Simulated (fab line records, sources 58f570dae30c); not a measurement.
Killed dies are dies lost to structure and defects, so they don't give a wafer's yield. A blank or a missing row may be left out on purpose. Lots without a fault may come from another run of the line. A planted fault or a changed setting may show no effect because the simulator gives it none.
fab line records | flow berkeley_cmos170
record lots=5 wafers=23
route steps=331 shown M2@272 V2@302 M3@310
start_h: hours from the record's first day to the start of the lot's first wafer shown | wait_h: hours since the lot's step before | " the same as in the row above | L1.1+2: a row that stands for several wafers | - no value, or no start given | * or withheld: withheld | < > ~ a bound
route shown NAME@n: a module of which the file shows steps, and the number in the route of the first | usual: mean/standard deviation of fault-free wafers | same: alike in all rows | chamber/n: place in a boat | sites: the reading at each site | _std_site: their standard deviation | _edge_site: outer sites' mean less inner sites' | radius_mm: how far each site lies from the wafer's centre | mask NAME#n: copy n | behind: the tool/chamber that last shaped the wafer | hold: why the lot was held/for how many hours/how that ended | device: the transistor (n, p or np) that didn't switch | end of line: the same wafers' tests at the end of the route | a step without rows: its recipe alone | killed: dies lost to structure and defects at the first sort, not the wafer's yield | map: a wafer's dies, x killed, . not, _ none there
set.NAME: the setting as run; set.NAME@STEP: as run at that earlier step | model.NAME: the simulator's own value behind a step, which no gauge read
lots whose settings were changed on purpose; a table a step, a row a wafer
## steps
# step UCB170_M2_SPUTTER_01
# recipe material=Al target_thk_nm=900 time_s=120 power_w=6000 chamber_pressure_pa=0.5
# columns lot.wafer tool chamber start_h wait_h set.power_w model.Al_of_M2_SPUTTER_01.thk_nm
L075.1 pvd_sputter-01 - 159.72 0.0 6000 912.4
L075.3 " - " " 6000 902.9
L075.4 " - " " 6000 915
L077.1 pvd_sputter-01 - 177.96 0.0 5795 879.6
L077.2 " - " " 5795 872.4
L077.4 " - " " 6000 910.2
L077.5 " - " " 6000 910.9
L077.6 " - " " 5795 872.5
L078.1 pvd_sputter-02 - 178.26 0.0 5673 834.4
L078.2 " - " " 6000 873
L078.4 " - " " 5673 848.9
L078.5 " - " " 6000 870.8
L078.6 " - " " 6000 897.4
L082.1 pvd_sputter-02 - 186.64 0.0 5479 815.2
L082.2 " - " " 5479 799.8
L082.4 " - " " 5479 809.4
L082.5 " - " " 6000 883
L082.6 " - " " 6000 894.6
L083.2 pvd_sputter-01 - 193.35 0.0 6531 983.2
L083.3 " - " " 6000 914
L083.4 " - " " 6531 991.5
L083.5 " - " " 6000 917.1
L083.6 " - " " 6000 912.8
# step UCB170_M2_RS_MEAS_02
# recipe thk_meas_gauge=four-point-probe reads=Al_of_M2_SPUTTER_01
# usual M2_AL_RS=0.0321/0.00039
# columns lot.wafer tool chamber start_h wait_h set.power_w@M2_SPUTTER_01 M2_AL_RS[ohm/sq]
L075.1 film_metro-04 - 159.80 0.0 6000 0.0317
L075.3 " - " " 6000 0.0321
L075.4 " - " " 6000 0.0317
L077.1 film_metro-03 - 178.05 0.0 5795 0.0329
L077.2 " - " " 5795 0.0332
L077.4 " - " " 6000 0.0318
L077.5 " - " " 6000 0.0317
L077.6 " - " " 5795 0.0332
L078.1 film_metro-03 - 178.35 0.0 5673 0.0347
L078.2 " - " " 6000 0.0332
L078.4 " - " " 5673 0.0341
L078.5 " - " " 6000 0.0333
L078.6 " - " " 6000 0.0322
L082.1 film_metro-01 - 186.73 0.0 5479 0.0355
L082.2 " - " " 5479 0.0362
L082.4 " - " " 5479 0.0357
L082.5 " - " " 6000 0.0327
L082.6 " - " " 6000 0.0322
L083.2 film_metro-04 - 193.45 0.1 6531 0.0294
L083.3 " - " " 6000 0.0317
L083.4 " - " " 6531 0.0291
L083.5 " - " " 6000 0.0316
L083.6 " - " " 6000 0.0317
# step UCB170_M2_THK_MEAS_03
# recipe thk_meas_gauge=xrf reads=Al_of_M2_SPUTTER_01
# usual M2_AL_THK=911/12
# columns lot.wafer tool chamber start_h wait_h set.power_w@M2_SPUTTER_01 M2_AL_THK[nm]
L075.1 film_metro-04 - 159.92 0.1 6000 930
L075.3 " - " " 6000 910
L075.4 " - " " 6000 927
L077.1 film_metro-03 - 178.17 0.1 5795 890
L077.2 " - " " 5795 882
L077.4 " - " " 6000 917
L077.5 " - " " 6000 917
L077.6 " - " " 5795 879
L078.1 film_metro-03 - 178.47 0.1 5673 845
L078.2 " - " " 6000 876
L078.4 " - " " 5673 853
L078.5 " - " " 6000 879
L078.6 " - " " 6000 904
L082.1 film_metro-01 - 186.85 0.1 5479 819
L082.2 " - " " 5479 807
L082.4 " - " " 5479 819
L082.5 " - " " 6000 892
L082.6 " - " " 6000 898
L083.2 film_metro-04 - 193.56 0.1 6531 982
L083.3 " - " " 6000 915
L083.4 " - " " 6531 994
L083.5 " - " " 6000 919
L083.6 " - " " 6000 915
# step UCB170_M2_METAL_ETCH_18
# recipe chemistry=Cl2/BCl3 target=Al stop_on=SiO2 pressure_mtorr=12 target_depth_a=11700 over_etch_frac=0.3 time_s=195 icp_w=600 bias_w=120 Cl2_flow_sccm=90 bcl3_flow_sccm=45
# usual oes_product_au=0.858/0.013
# columns lot.wafer tool chamber start_h wait_h set.icp_w set.power_w@M2_SPUTTER_01 oes_product_au model.KrF_of_M2_COAT_10.thk_nm
L075.1 rie_metal-01 0 162.38 - 600 6000 0.864 210.1
L075.3 " 0 " " 600 6000 0.850 210.9
L075.4 " 0 " " 600 6000 0.862 208.7
L077.1 rie_metal-04 1 181.00 - 537.4 5795 0.840 274.7
L077.2 " 0 " " 600 5795 0.842 220.4
L077.4 " 1 " " 537.4 6000 0.859 275.5
L077.5 " 1 " " 600 6000 0.864 212.3
L077.6 " 0 " " 600 5795 0.839 215.3
L078.1 rie_metal-01 1 181.55 - 600 5673 0.809 -
L078.2 " 0 " " 549.8 6000 0.848 266.8
L078.4 " 0 " " 600 5673 0.825 -
L078.5 " 1 " " 549.8 6000 0.819 302.3
L078.6 " 0 " " 600 6000 0.851 215.7
L082.1 rie_metal-02 0 189.05 - 600 5479 0.815 -
L082.2 " 1 " " 627.9 5479 0.825 -
L082.4 " 0 " " 627.9 5479 0.805 -
L082.5 " 1 " " 600 6000 0.857 204.3
L082.6 " 0 " " 627.9 6000 0.851 196.8
L083.2 rie_metal-04 1 197.76 - 600 6531 0.904 -
L083.3 " 1 " " 600 6000 0.878 210.8
L083.4 " 1 " " 600 6531 0.903 -
L083.5 " 1 " " 600 6000 0.867 219.7
L083.6 " 1 " " 600 6000 0.855 213.6
# step UCB170_M2_STRIP_19
# recipe chemistry=O2 power_w=400 pressure_mtorr=3500 platen_temp_c=withheld o2_flow_sccm=400 overash_fraction=0.5
# usual oes_product_au=0.551/0.018
# columns lot.wafer tool chamber start_h wait_h set.icp_w@M2_METAL_ETCH_18 oes_product_au
L075.1 plasma_asher-01 1 162.76 0.3 600 0.535
L075.3 " 0 " " 600 0.544
L075.4 " 1 " " 600 0.539
L077.1 plasma_asher-01 0 181.18 0.1 537.4 0.614
L077.2 " 1 " " 600 0.553
L077.4 " 1 " " 537.4 0.613
L077.5 " 1 " " 600 0.545
L077.6 " 0 " " 600 0.555
L078.1 plasma_asher-03 1 181.80 0.2 600 0.583
L078.2 " 0 " " 549.8 0.603
L078.4 " 1 " " 600 0.538
L078.5 " 0 " " 549.8 0.631
L078.6 " 1 " " 600 0.539
L082.1 plasma_asher-02 1 189.24 0.1 600 0.555
L082.2 " 0 " " 627.9 0.498
L082.4 " 0 " " 627.9 0.535
L082.5 " 1 " " 600 0.535
L082.6 " 0 " " 627.9 0.526
L083.2 plasma_asher-01 0 198.08 0.2 600 0.547
L083.3 " 1 " " 600 0.538
L083.4 " 0 " " 600 0.542
L083.5 " 0 " " 600 0.554
L083.6 " 1 " " 600 0.552
# step UCB170_V2_PEB_10
# recipe peb_temp_c=130 peb_time_s=withheld resist=KrF
# columns lot.wafer tool chamber start_h wait_h set.peb_temp_c
L075.1+3+4 litho_track-02 0 164.74 0.2 130
L077.1+2+5 litho_track-04 0 182.98 0.1 127.8
L077.4+6 " 0 " " 130
L078.1+6 litho_track-04 0 183.55 0.1 133.5
L078.2+4+5 " 0 " " 130
L082.1+4 litho_track-02 0 191.18 0.1 130
L082.2+5+6 " 0 " " 128
L083.2+5+6 litho_track-03 0 200.86 0.3 130
L083.3+4 " 0 " " 131.6
# step UCB170_V2_DEVELOP_11
# recipe developer=TMAH develop_time_s=45 resist=KrF dev_temp_c=21
# step UCB170_V2_CD_MEAS_12
# recipe target_cd_nm=700
# usual cd_nm=699.9/1.5
# columns lot.wafer tool chamber start_h wait_h set.peb_temp_c@V2_PEB_10 cd_nm
L075.1 cd_sem-01 - 165.02 - 130 702.7
L075.3 " - " " 130 700.9
L075.4 " - " " 130 702.9
L077.1 cd_sem-02 - 183.26 - 127.8 685.0
L077.2 " - " " 127.8 686.0
L077.4 " - " " 130 701.0
L077.5 " - " " 127.8 684.6
L077.6 " - " " 130 702.2
L078.1 cd_sem-01 - 183.83 - 133.5 717.0
L078.2 " - " " 130 698.5
L078.4 " - " " 130 697.4
L078.5 " - " " 130 697.6
L078.6 " - " " 133.5 716.9
L082.1 cd_sem-01 - 191.45 - 130 700.8
L082.2 " - " " 128 686.3
L082.4 " - " " 130 700.7
L082.5 " - " " 128 686.4
L082.6 " - " " 128 687.5
L083.2 cd_sem-01 - 201.13 - 130 699.8
L083.3 " - " " 131.6 709.6
L083.4 " - " " 131.6 710.0
L083.5 " - " " 130 700.4
L083.6 " - " " 130 700.1
# step UCB170_V2_ETCH_14
# recipe chemistry=CHF3/CF4/Ar target=SiO2 stop_on=Al CHF3_flow_sccm=45 cf4_flow_sccm=15 Ar_flow_sccm=150 pressure_mtorr=200 rf_w=700 target_depth_a=12500 over_etch_frac=0.25 time_s=291
# columns lot.wafer tool chamber start_h wait_h set.peb_temp_c@V2_PEB_10 model.V2.cd_nm
L075.1 rie_diel-01 1 165.17 0.0 130 700.8
L075.3 " 2 " " 130 699.5
L075.4 " 3 " " 130 702.7
L077.1 rie_diel-04 3 183.41 0.0 127.8 684.7
L077.2 " 0 " " 127.8 683.7
L077.4 " 2 " " 130 701.4
L077.5 " 3 " " 127.8 684.2
L077.6 " 0 " " 130 700.4
L078.1 rie_diel-01 0 183.98 0.0 133.5 716.5
L078.2 " 1 " " 130 697.2
L078.4 " 3 " " 130 696.8
L078.5 " 3 " " 130 696.9
L078.6 " 0 " " 133.5 716.6
L082.1 rie_diel-03 2 191.61 0.0 130 700.9
L082.2 " 1 " " 128 687.9
L082.4 " 0 " " 130 703.2
L082.5 " 1 " " 128 687.2
L082.6 " 0 " " 128 689.6
L083.2 rie_diel-04 2 201.27 0.0 130 699.8
L083.3 " 3 " " 131.6 708.9
L083.4 " 1 " " 131.6 708.6
L083.5 " 2 " " 130 700.6
L083.6 " 3 " " 130 699.6
# step UCB170_V2_STRIP_15
# recipe chemistry=O2 power_w=400 pressure_mtorr=3500 platen_temp_c=withheld o2_flow_sccm=400 overash_fraction=0.5
# step UCB170_V2_CD_MEAS_90
# recipe target_cd_nm=700
# usual cd_nm=699.5/2
# columns lot.wafer tool chamber start_h wait_h set.peb_temp_c@V2_PEB_10 cd_nm
L075.1 cd_sem-01 - 165.45 0.1 130 700.7
L075.3 " - " " 130 699.5
L075.4 " - " " 130 702.7
L077.1 cd_sem-02 - 183.69 0.1 127.8 684.8
L077.2 " - " " 127.8 683.6
L077.4 " - " " 130 701.6
L077.5 " - " " 127.8 684.2
L077.6 " - " " 130 700.6
L078.1 cd_sem-01 - 184.26 0.1 133.5 716.4
L078.2 " - " " 130 697.6
L078.4 " - " " 130 696.7
L078.5 " - " " 130 696.7
L078.6 " - " " 133.5 716.5
L082.1 cd_sem-01 - 191.88 0.1 130 701.1
L082.2 " - " " 128 687.9
L082.4 " - " " 130 703.3
L082.5 " - " " 128 687.3
L082.6 " - " " 128 689.3
L083.2 cd_sem-02 - 201.56 0.1 130 700.1
L083.3 " - " " 131.6 708.6
L083.4 " - " " 131.6 708.3
L083.5 " - " " 130 700.8
L083.6 " - " " 130 699.5
# step UCB170_M3_SPUTTER_01
# recipe material=Al target_thk_nm=900 time_s=120 power_w=6000 chamber_pressure_pa=0.5
# columns lot.wafer tool chamber start_h wait_h set.time_s model.Al_of_M3_SPUTTER_01.thk_nm
L075.1 pvd_sputter-04 - 165.64 0.0 120 890.9
L075.3 " - " " 120 904.8
L075.4 " - " " 120 911.5
L077.1 pvd_sputter-01 - 183.88 0.0 105.9 793.3
L077.2 " - " " 120 905.6
L077.4 " - " " 120 894.3
L077.5 " - " " 105.9 788
L077.6 " - " " 120 883.6
L078.1 pvd_sputter-04 - 184.45 0.0 120 912.1
L078.2 " - " " 120 911.5
L078.4 " - " " 131.7 995
L078.5 " - " " 131.7 994
L078.6 " - " " 131.7 990.6
L082.1 pvd_sputter-04 - 192.07 0.0 112.6 855
L082.2 " - " " 112.6 863.3
L082.4 " - " " 120 897
L082.5 " - " " 112.6 830.3
L082.6 " - " " 120 919.3
L083.2 pvd_sputter-04 - 201.73 0.0 120 913.7
L083.3 " - " " 115.3 871.4
L083.4 " - " " 120 905.2
L083.5 " - " " 120 904.8
L083.6 " - " " 115.3 852.3
# step UCB170_M3_RS_MEAS_02
# recipe thk_meas_gauge=four-point-probe reads=Al_of_M3_SPUTTER_01
# usual M3_AL_RS=0.0321/0.00039
# columns lot.wafer tool chamber start_h wait_h set.time_s@M3_SPUTTER_01 M3_AL_RS[ohm/sq]
L075.1 film_metro-01 - 165.72 0.0 120 0.0325
L075.3 " - " " 120 0.0319
L075.4 " - " " 120 0.0317
L077.1 film_metro-04 - 183.96 0.0 105.9 0.0366
L077.2 " - " " 120 0.0320
L077.4 " - " " 120 0.0323
L077.5 " - " " 105.9 0.0368
L077.6 " - " " 120 0.0328
L078.1 film_metro-04 - 184.53 0.0 120 0.0317
L078.2 " - " " 120 0.0318
L078.4 " - " " 131.7 0.0291
L078.5 " - " " 131.7 0.0291
L078.6 " - " " 131.7 0.0292
L082.1 film_metro-01 - 192.15 0.0 112.6 0.0338
L082.2 " - " " 112.6 0.0335
L082.4 " - " " 120 0.0323
L082.5 " - " " 112.6 0.0348
L082.6 " - " " 120 0.0314
L083.2 film_metro-04 - 201.83 0.1 120 0.0317
L083.3 " - " " 115.3 0.0333
L083.4 " - " " 120 0.0320
L083.5 " - " " 120 0.0320
L083.6 " - " " 115.3 0.0341
# step UCB170_M3_THK_MEAS_03
# recipe thk_meas_gauge=xrf reads=Al_of_M3_SPUTTER_01
# usual M3_AL_THK=909/11
# columns lot.wafer tool chamber start_h wait_h set.time_s@M3_SPUTTER_01 M3_AL_THK[nm]
L075.1 film_metro-01 - 165.84 0.1 120 904
L075.3 " - " " 120 912
L075.4 " - " " 120 925
L077.1 film_metro-04 - 184.08 0.1 105.9 799
L077.2 " - " " 120 918
L077.4 " - " " 120 900
L077.5 " - " " 105.9 795
L077.6 " - " " 120 892
L078.1 film_metro-04 - 184.65 0.1 120 923
L078.2 " - " " 120 917
L078.4 " - " " 131.7 1007
L078.5 " - " " 131.7 1004
L078.6 " - " " 131.7 1004
L082.1 film_metro-01 - 192.27 0.1 112.6 867
L082.2 " - " " 112.6 875
L082.4 " - " " 120 909
L082.5 " - " " 112.6 847
L082.6 " - " " 120 935
L083.2 film_metro-04 - 201.94 0.1 120 919
L083.3 " - " " 115.3 878
L083.4 " - " " 120 914
L083.5 " - " " 120 907
L083.6 " - " " 115.3 858
# step UCB170_M3_METAL_ETCH_18
# recipe chemistry=Cl2/BCl3 target=Al stop_on=SiO2 pressure_mtorr=12 target_depth_a=11700 over_etch_frac=0.3 time_s=195 icp_w=600 bias_w=120 Cl2_flow_sccm=90 bcl3_flow_sccm=45
# usual oes_product_au=0.852/0.01
# columns lot.wafer tool chamber start_h wait_h set.bias_w set.time_s@M3_SPUTTER_01 oes_product_au
L075.1 rie_metal-03 1 168.96 - 120 120 0.857
L075.3 " 0 " " 120 120 0.844
L075.4 " 1 " " 120 120 0.857
L077.1 rie_metal-01 1 187.04 - 120 105.9 0.780
L077.2 " 0 " " 120 120 0.855
L077.4 " 1 " " 115.2 120 0.836
L077.5 " 0 " " 115.2 105.9 0.799
L077.6 " 1 " " 115.2 120 0.827
L078.1 rie_metal-04 1 187.65 - 112.2 120 0.862
L078.2 " 0 " " 112.2 120 0.850
L078.4 " 0 " " 112.2 131.7 0.899
L078.5 " 1 " " 120 131.7 0.905
L078.6 " 0 " " 120 131.7 0.898
L082.1 rie_metal-03 0 196.13 - 132.3 112.6 0.819
L082.2 " 0 " " 132.3 112.6 0.835
L082.4 " 0 " " 120 120 0.851
L082.5 " 0 " " 120 112.6 0.814
L082.6 " 0 " " 132.3 120 0.869
L083.2 rie_metal-01 1 205.16 - 120 120 0.842
L083.3 " 0 " " 120 115.3 0.837
L083.4 " 1 " " 120 120 0.847
L083.5 " 0 " " 120 120 0.853
L083.6 " 1 " " 120 115.3 0.820
## key
split step=UCB170_M2_SPUTTER_01 setting=power_w stated=6000 by=wafer
response step=UCB170_M2_SPUTTER_01 reading=model.Al_of_M2_SPUTTER_01.thk_nm change=+8.6 per=1% r=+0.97
response step=UCB170_M2_RS_MEAS_02 reading=M2_AL_RS change=-0.000324 per=1% r=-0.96
response step=UCB170_M2_THK_MEAS_03 reading=M2_AL_THK change=+8.46 per=1% r=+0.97
response step=UCB170_M2_METAL_ETCH_18 reading=oes_product_au change=+0.00443 per=1% r=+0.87
split step=UCB170_M2_METAL_ETCH_18 setting=icp_w stated=600 by=wafer
response step=UCB170_M2_METAL_ETCH_18 reading=model.KrF_of_M2_COAT_10.thk_nm change=-6.07 per=1% r=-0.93
response step=UCB170_M2_STRIP_19 reading=oes_product_au change=-0.00651 per=1% r=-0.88
split step=UCB170_V2_PEB_10 setting=peb_temp_c stated=130 by=wafer
response step=UCB170_V2_CD_MEAS_12 reading=cd_nm change=+8.06 per=1% r=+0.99
response step=UCB170_V2_ETCH_14 reading=model.V2.cd_nm change=+8.07 per=1% r=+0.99
response step=UCB170_V2_CD_MEAS_90 reading=cd_nm change=+8.05 per=1% r=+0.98
split step=UCB170_M3_SPUTTER_01 setting=time_s stated=120 by=wafer
response step=UCB170_M3_SPUTTER_01 reading=model.Al_of_M3_SPUTTER_01.thk_nm change=+8.92 per=1% r=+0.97
response step=UCB170_M3_RS_MEAS_02 reading=M3_AL_RS change=-0.000339 per=1% r=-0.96
response step=UCB170_M3_THK_MEAS_03 reading=M3_AL_THK change=+9.15 per=1% r=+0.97
response step=UCB170_M3_METAL_ETCH_18 reading=oes_product_au change=+0.00459 per=1% r=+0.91
split step=UCB170_M3_METAL_ETCH_18 setting=bias_w stated=120 by=wafer
response none clear
